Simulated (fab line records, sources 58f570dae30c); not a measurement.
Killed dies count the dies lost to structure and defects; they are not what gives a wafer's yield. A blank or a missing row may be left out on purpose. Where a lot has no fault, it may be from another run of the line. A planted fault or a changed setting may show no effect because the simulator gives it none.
The tool behind it: which one?	flow berkeleyCmos170	Sampling: 14 lots, 42 wafers, 5 of 331 route steps

== WHAT THE GAUGES READ, wafer by wafer ==
UCB170_NWELL_TW_MEAS_16.
lot	measured	on	NWELL_TW
L686	day 2 17:25	filmMetro-04	1261 1271 1269
L685	day 2 17:33	filmMetro-02	1241 1234 1236
L687	day 3 03:35	filmMetro-04	1256 1251 1249
L689	day 3 10:34	filmMetro-04	1251 1252 1251
L688	day 3 10:43	filmMetro-02	1241 1235 1241
L691	day 3 18:12	filmMetro-04	1252 1253 1248
L692	day 4 06:31	filmMetro-04	1262 1255 1261
L694	day 4 13:05	filmMetro-03	1230 1227 1227
L695	day 4 21:07	filmMetro-02	1229 1228 1238
L696	day 4 21:11	filmMetro-04	1256 1255 1252
L697	day 5 06:35	filmMetro-04	1265 1261 1267
L700	day 5 17:49	filmMetro-04	1262 1267 1267
L702	day 6 01:14	filmMetro-04	1078 1079 1080 1083 1081 1076
L704	day 6 10:49	filmMetro-04	1082 1082 1083 1084 1088 1083

UCB170_ACTIVE_OVL_MEAS_14.
lot	measured	on	ACTIVE_OVL (nm)
L686	day 4 23:16	overlay-01	6 2 1
L685	day 4 23:11	overlay-01	1 3 -1
L687	day 5 07:28	overlay-01	-11 -11 0
L689	day 5 19:18	overlay-01	-10 -1 2
L688	day 5 18:28	overlay-01	1 7 -2
L691	day 5 18:58	overlay-02	-3 0 3
L692	day 6 13:37	overlay-01	0 -1 0
L694	day 7 06:29	overlay-01	-3 1 -2
L695	day 7 06:36	overlay-02	6 2 1
L696	day 7 06:53	overlay-02	-3 -4 -8
L697	day 7 20:16	overlay-01	-2 -3 -15
L700	day 8 05:50	overlay-02	4 12 6
L702	day 8 05:50	overlay-01	-6 -8 -9
L704	day 9 01:10	overlay-01	-7 -11 -7

== EACH LOT AND THE TOOL THAT RAN IT (in order: tool; ch and the chambers of the sampled wafers; start) ==
lot	UCB170_NWELL_ETCH_13	UCB170_NWELL_IMPLANT_14	UCB170_NWELL_STRIP_15
L686	rieDiel-04 ch 1,2, day 2 17:03	implanter-04 ch 0, day 2 17:11	plasmaAsher-03 ch 0,1, day 2 17:18
L685	rieDiel-02 ch 0,2, day 2 17:12	implanter-02 ch 0, day 2 17:18	plasmaAsher-03 ch 0,1, day 2 17:27
L687	rieDiel-02 ch 0,2,3, day 3 03:14	implanter-03 ch 0, day 3 03:20	plasmaAsher-03 ch 0,1, day 3 03:29
L689	rieDiel-04 ch 2,3, day 3 10:13	implanter-03 ch 0, day 3 10:19	plasmaAsher-02 ch 0,1, day 3 10:28
L688	rieDiel-01 ch 0,1,2, day 3 10:15	implanter-03 ch 0, day 3 10:28	plasmaAsher-03 ch 0,1, day 3 10:37
L691	rieDiel-04 ch 0,2, day 3 17:51	implanter-03 ch 0, day 3 17:57	plasmaAsher-04 ch 0,1, day 3 18:06
L692	rieDiel-02 ch 2,3, day 4 06:05	implanter-04 ch 0, day 4 06:14	plasmaAsher-04 ch 0,1, day 4 06:22
L694	rieDiel-01 ch 1,2, day 4 12:43	implanter-02 ch 0, day 4 12:53	plasmaAsher-02 ch 0,1, day 4 12:59
L695	rieDiel-04 ch 1,2,3, day 4 20:46	implanter-03 ch 0, day 4 20:53	plasmaAsher-02 ch 0,1, day 4 21:01
L696	rieDiel-01 ch 0,3, day 4 20:50	implanter-04 ch 0, day 4 20:58	plasmaAsher-03 ch 0,1, day 4 21:05
L697	rieDiel-01 ch 0,1, day 5 06:13	implanter-02 ch 0, day 5 06:23	plasmaAsher-03 ch 0,1, day 5 06:30
L700	rieDiel-04 ch 1,2,3, day 5 17:25	implanter-02 ch 0, day 5 17:36	plasmaAsher-03 ch 0,1, day 5 17:43
L702	rieDiel-04 ch 0,1,3, day 6 00:52	implanter-04 ch 0, day 6 01:00	plasmaAsher-04 ch 0,1, day 6 01:08
L704	rieDiel-04 ch 1,2, day 6 10:28	implanter-04 ch 0, day 6 10:34	plasmaAsher-04 ch 0,1, day 6 10:43
- UCB170_NWELL_ETCH_13: etches Si3N4 in CH3F/Ar/O2, stops on SiO2, target depth 246.4 nm, time 154 s.
- UCB170_NWELL_IMPLANT_14
- UCB170_NWELL_STRIP_15: strips in O2.

== AS READ BY THE TOOLS THEMSELVES (means over the sampled wafers that have a number; for cases with no such wafer, the mark the record gives instead) ==
UCB170_NWELL_ETCH_13.
lot	tool	drypumpMotorCurrentA (A)	oesProductAu (a.u.)	throttleValvePct (%)
L686	rieDiel-04	6.0	0.954	7.95
L685	rieDiel-02	6.0	0.962	8.23
L687	rieDiel-02	5.7	0.945	8.13
L689	rieDiel-04	6.0	0.958	8.10
L688	rieDiel-01	6.0	0.940	7.98
L691	rieDiel-04	5.9	0.943	8.18
L692	rieDiel-02	5.6	0.945	8.10
L694	rieDiel-01	5.9	0.941	7.94
L695	rieDiel-04	6.0	0.939	8.03
L696	rieDiel-01	6.2	0.945	8.09
L697	rieDiel-01	5.8	0.939	8.03
L700	rieDiel-04	6.0	0.941	8.03
L702	rieDiel-04	6.2	0.943	8.02
L704	rieDiel-04	5.9	0.947	8.06

UCB170_NWELL_IMPLANT_14.
lot	tool	doseIonsCm2	faradayCurrentUA
L686	implanter-04	1e+13	32.1
L685	implanter-02	1e+13	31.7
L687	implanter-03	1e+13	31.1
L689	implanter-03	1e+13	32.4
L688	implanter-03	1e+13	31.6
L691	implanter-03	1e+13	31.6
L692	implanter-04	1e+13	31.4
L694	implanter-02	1e+13	31.3
L695	implanter-03	1e+13	31.5
L696	implanter-04	1e+13	31.6
L697	implanter-02	1e+13	32.1
L700	implanter-02	1e+13	31.9
L702	implanter-04	6e+12	19.9
L704	implanter-04	6e+12	19.7

UCB170_NWELL_STRIP_15.
lot	tool	drypumpMotorCurrentA (A)	oesProductAu (a.u.)	stripTimeToEndpointS (s)
L686	plasmaAsher-03	5.3	0.720	18.00
L685	plasmaAsher-03	5.3	0.719	17.94
L687	plasmaAsher-03	5.3	0.725	17.94
L689	plasmaAsher-02	6.1	0.723	18.00
L688	plasmaAsher-03	5.2	0.720	18.04
L691	plasmaAsher-04	5.7	0.721	17.92
L692	plasmaAsher-04	5.8	0.725	18.05
L694	plasmaAsher-02	6.1	0.721	18.16
L695	plasmaAsher-02	5.8	0.718	18.05
L696	plasmaAsher-03	5.5	0.717	18.08
L697	plasmaAsher-03	5.2	0.718	17.95
L700	plasmaAsher-03	5.2	0.717	17.89
L702	plasmaAsher-04	5.8	0.720	17.92
L704	plasmaAsher-04	5.8	0.728	18.09

== THE ANSWER, worked out from the rows above alone ==
Rule: the lots themselves supply what counts as usual. Put in order of their means at a reading, lots are off if they are a third of the lots or fewer, leave a main group of 4 or more, and stand apart from it by a gap of 3 or more times the standard deviation of the main group's means; of several such gaps the widest counts. Not used: any main group whose means are identical at the precision the tables above print for the reading. Also off: a lot with no number at a reading for which 4 or more lots have one. Any other lot the step has rows for is counted as sound. First the gauges in route order, then the tools' own readings, where a lot's mean is used as printed above. At the first step where some lot is off, the reading lying furthest off is the one used; lots without a number count as furthest.
Off: at UCB170_NWELL_TW_MEAS_16 (NWELL_TW), L702, L704. The main group has a mean of 1250 with a standard deviation of 13.
A tool fits if, at a process step before that reading, it ran every lot that is off, and no sound lot after the first of them. The gauges at UCB170_NWELL_TW_MEAS_16 aren't tried: what is off there is off at UCB170_NWELL_IMPLANT_14 too, on other tools, and a gauge's error can't cause that. Can't be told from this: 3 tools fit, rieDiel-04 at UCB170_NWELL_ETCH_13, implanter-04 at UCB170_NWELL_IMPLANT_14, plasmaAsher-04 at UCB170_NWELL_STRIP_15.

== WHAT WAS PUT IN BY THE SIMULATOR ==
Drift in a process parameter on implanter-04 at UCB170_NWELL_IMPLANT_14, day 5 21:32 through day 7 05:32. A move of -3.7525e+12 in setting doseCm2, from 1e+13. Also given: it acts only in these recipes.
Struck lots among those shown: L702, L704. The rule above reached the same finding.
